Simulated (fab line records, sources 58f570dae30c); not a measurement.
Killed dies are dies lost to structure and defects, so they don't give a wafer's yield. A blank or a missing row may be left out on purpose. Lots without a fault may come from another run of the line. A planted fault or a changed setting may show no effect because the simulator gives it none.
fab line records | flow berkeley_cmos170
record lots=5 wafers=15 last_day=12
route steps=331 shown M3@313
lots that met no fault: from a run of the same line without faults
start_h: hours from the record's first day to the start of the lot's first wafer shown | wait_h: hours since the lot's step before | " the same as in the row above | L1.1+2: a row that stands for several wafers | - no value, or no start given | * or withheld: withheld | < > ~ a bound
route shown NAME@n: a module of which the file shows steps, and the number in the route of the first | usual: mean/standard deviation of fault-free wafers | same: alike in all rows | chamber/n: place in a boat | sites: the reading at each site | _std_site: their standard deviation | _edge_site: outer sites' mean less inner sites' | radius_mm: how far each site lies from the wafer's centre | mask NAME#n: copy n | behind: the tool/chamber that last shaped the wafer | hold: why the lot was held/for how many hours/how that ended | device: the transistor (n, p or np) that didn't switch | end of line: the same wafers' tests at the end of the route | a step without rows: its recipe alone | killed: dies lost to structure and defects at the first sort, not the wafer's yield | map: a wafer's dies, x killed, . not, _ none there
set.NAME: the setting as run; set.NAME@STEP: as run at that earlier step | model.NAME: the simulator's own value behind a step, which no gauge read
lots at some steps of the route; a table a step, a row a wafer
services: from which hour (start_h, from the record's first day; less than 0 if before it) a tool's chamber was out of use, for how many hours, and why
## steps
# step UCB170_M3_HMDS_04
# recipe prime_time_s=60 prime_temp_c=100
# usual resist_line_temp_C=23.01/0.094
# columns lot.wafer tool chamber start_h wait_h resist_line_temp_C
L076.1 litho_track-02 0 195.64 0.1 23.00
L076.4 " 0 " " 22.85
L076.5 " 0 " " 22.99
L080.2 litho_track-04 0 225.22 0.1 23.06
L080.4 " 0 " " 22.99
L080.5 " 0 " " 22.84
L084.2 litho_track-02 0 240.07 0.1 23.13
L084.4 " 0 " " 22.97
L084.6 " 0 " " 23.03
L087.2 litho_track-03 0 254.50 0.1 23.26
L087.3 " 0 " " 23.08
L087.4 " 0 " " 23.08
L091.1 litho_track-03 0 276.84 0.3 22.96
L091.2 " 0 " " 22.90
L091.6 " 0 " " 22.87
# step UCB170_M3_COAT_05
# recipe resist=KrF spin_rpm=1500 resist_thk_nm=900
# usual resist_line_temp_C=22.99/0.11 spin_speed_rpm=1499.7/0.93
# columns lot.wafer tool chamber start_h wait_h resist_line_temp_C spin_speed_rpm
L076.1 litho_track-02 0 195.79 0.1 22.82 1499.8
L076.4 " 0 " " 23.11 1499.4
L076.5 " 0 " " 23.05 1501.2
L080.2 litho_track-04 0 225.37 0.1 22.75 1499.2
L080.4 " 0 " " 23.02 1498.9
L080.5 " 0 " " 22.85 1500.1
L084.2 litho_track-02 0 240.22 0.1 23.02 1501.2
L084.4 " 0 " " 23.12 1502.1
L084.6 " 0 " " 23.12 1500.3
L087.2 litho_track-03 0 254.65 0.1 22.83 1500.0
L087.3 " 0 " " 22.75 1499.1
L087.4 " 0 " " 22.88 1499.5
L091.1 litho_track-03 0 276.99 0.1 22.73 1499.2
L091.2 " 0 " " 22.96 1498.5
L091.6 " 0 " " 22.90 1498.4
# step UCB170_M3_SOFTBAKE_06
# recipe resist=KrF temp_c=130 time_s=60
# usual resist_line_temp_C=23.01/0.11
# columns lot.wafer tool chamber start_h wait_h resist_line_temp_C
L076.1 litho_track-02 0 195.94 0.1 23.00
L076.4 " 0 " " 23.03
L076.5 " 0 " " 23.04
L080.2 litho_track-04 0 225.52 0.1 23.00
L080.4 " 0 " " 23.10
L080.5 " 0 " " 23.20
L084.2 litho_track-02 0 240.37 0.1 23.17
L084.4 " 0 " " 23.13
L084.6 " 0 " " 23.05
L087.2 litho_track-03 0 254.80 0.1 23.04
L087.3 " 0 " " 22.94
L087.4 " 0 " " 23.12
L091.1 litho_track-03 0 277.14 0.1 22.90
L091.2 " 0 " " 23.06
L091.6 " 0 " " 22.93
# step UCB170_M3_STRIP_07
# recipe chemistry=O2 power_w=400 pressure_mtorr=3500 platen_temp_c=withheld o2_flow_sccm=400 overash_fraction=0.5
# usual drypump_motor_current_A=5.55/0.27 oes_product_au=0.735/0.0045 strip_time_to_endpoint_s=21.99/0.052
# columns lot.wafer tool chamber start_h wait_h drypump_motor_current_A oes_product_au rf_hours_counter_h strip_time_to_endpoint_s
L076.1 plasma_asher-01 1 196.09 0.1 5.42 0.737 46 22.01
L076.4 " 0 " " 5.41 0.730 - 22.04
L076.5 " 1 " " 5.41 0.734 - 22.09
L080.2 plasma_asher-01 0 225.65 0.1 5.38 0.737 50 21.97
L080.4 " 0 " " 5.40 0.738 - 22.03
L080.5 " 1 " " 5.43 0.733 - 21.90
L084.2 plasma_asher-04 1 240.49 0.1 5.47 0.733 47 22.01
L084.4 " 1 " " 5.45 0.733 - 21.97
L084.6 " 1 " " 5.44 0.737 - 22.00
L087.2 plasma_asher-04 0 254.92 0.1 5.82 0.738 48 22.00
L087.3 " 1 " " 5.46 0.736 - 22.02
L087.4 " 0 " " 5.84 0.725 - 22.01
L091.1 plasma_asher-04 0 277.29 0.1 5.87 0.734 50 22.04
L091.2 " 1 " " 5.47 0.738 50 22.00
L091.6 " 1 " " 5.49 0.740 - 22.02
# step UCB170_M3_STRIP_08
# recipe chemistry=DMSO temp_c=80 time_s=600 material=KrF
# usual bath_guard_temp_C=79.8/0.5
# columns lot.wafer tool chamber start_h wait_h bath_guard_temp_C
L076.1 wet_bench-04 3 196.19 0.1 80.2
L076.4 " 3 " " 80.0
L076.5 " 3 " " 80.2
L080.2 wet_bench-02 3 226.03 0.3 79.9
L080.4 " 3 " " 79.6
L080.5 " 3 " " 80.1
L084.2 wet_bench-02 0 240.59 0.1 79.4
L084.4 " 0 " " 79.5
L084.6 " 0 " " 79.4
L087.2 wet_bench-02 0 255.02 0.1 79.2
L087.3 " 0 " " 79.2
L087.4 " 0 " " 79.2
L091.1 wet_bench-02 0 277.44 0.1 79.8
L091.2 " 0 " " 79.6
L091.6 " 0 " " 79.5
# step UCB170_M3_COAT_09
# recipe resist=BARC temp_c=withheld time_s=withheld spin_rpm=3000 resist_thk_nm=withheld
# usual resist_line_temp_C=* spin_speed_rpm=2999.8/1.9
# columns lot.wafer tool chamber start_h wait_h resist_line_temp_C spin_speed_rpm
L076.1 litho_track-02 0 196.37 0.0 * 3000.2
L076.4 " 0 " " * 3001.5
L076.5 " 0 " " * 2999.9
L080.2 litho_track-03 0 226.38 0.2 * 3001.1
L080.4 " 0 " " * 2998.4
L080.5 " 0 " " * 3001.2
L084.2 litho_track-02 0 241.42 0.6 * 2999.5
L084.4 " 0 " " * 2998.4
L084.6 " 0 " " * 3000.3
L087.2 litho_track-04 0 255.22 0.0 * 3002.0
L087.3 " 0 " " * 3001.7
L087.4 " 0 " " * 3002.2
L091.1 litho_track-03 0 278.02 0.4 * 2997.5
L091.2 " 0 " " * 2998.5
L091.6 " 0 " " * 2994.2
# step UCB170_M3_COAT_10
# recipe resist=KrF spin_rpm=1500 resist_thk_nm=900
# usual resist_line_temp_C=23.00/0.099 spin_speed_rpm=1500.0/1.1
# columns lot.wafer tool chamber start_h wait_h resist_line_temp_C spin_speed_rpm
L076.1 litho_track-02 0 - - 23.10 1498.7
L076.4 " 0 " " 23.12 1499.4
L076.5 " 0 " " 23.14 1499.7
L080.2 litho_track-03 0 - - 23.02 1499.4
L080.4 " 0 " " 22.95 1499.9
L080.5 " 0 " " 23.08 1501.6
L084.2 litho_track-02 0 - - 23.03 1500.6
L084.4 " 0 " " 23.07 1499.5
L084.6 " 0 " " 23.04 1496.2
L087.2 litho_track-04 0 - - 22.83 1500.2
L087.3 " 0 " " 23.03 1501.0
L087.4 " 0 " " 23.02 1500.9
L091.1 litho_track-03 0 - - 22.84 1499.7
L091.2 " 0 " " 22.89 1499.2
L091.6 " 0 " " 23.06 1499.5
# step UCB170_M3_SOFTBAKE_11
# recipe resist=KrF temp_c=130 time_s=60
# usual resist_line_temp_C=22.99/0.1
# columns lot.wafer tool chamber start_h wait_h resist_line_temp_C
L076.1 litho_track-02 0 - - 22.91
L076.4 " 0 " " 23.13
L076.5 " 0 " " 23.35
L080.2 litho_track-03 0 - - 23.14
L080.4 " 0 " " 23.09
L080.5 " 0 " " 23.25
L084.2 litho_track-02 0 - - 22.86
L084.4 " 0 " " 22.82
L084.6 " 0 " " 23.03
L087.2 litho_track-04 0 - - 22.85
L087.3 " 0 " " 22.96
L087.4 " 0 " " 23.03
L091.1 litho_track-03 0 - - 23.04
L091.2 " 0 " " 22.93
L091.6 " 0 " " 22.96
## services
# columns tool chamber start_h hours kind
plasma_asher-04 - 249.60 1.8 repair
## key
fault none
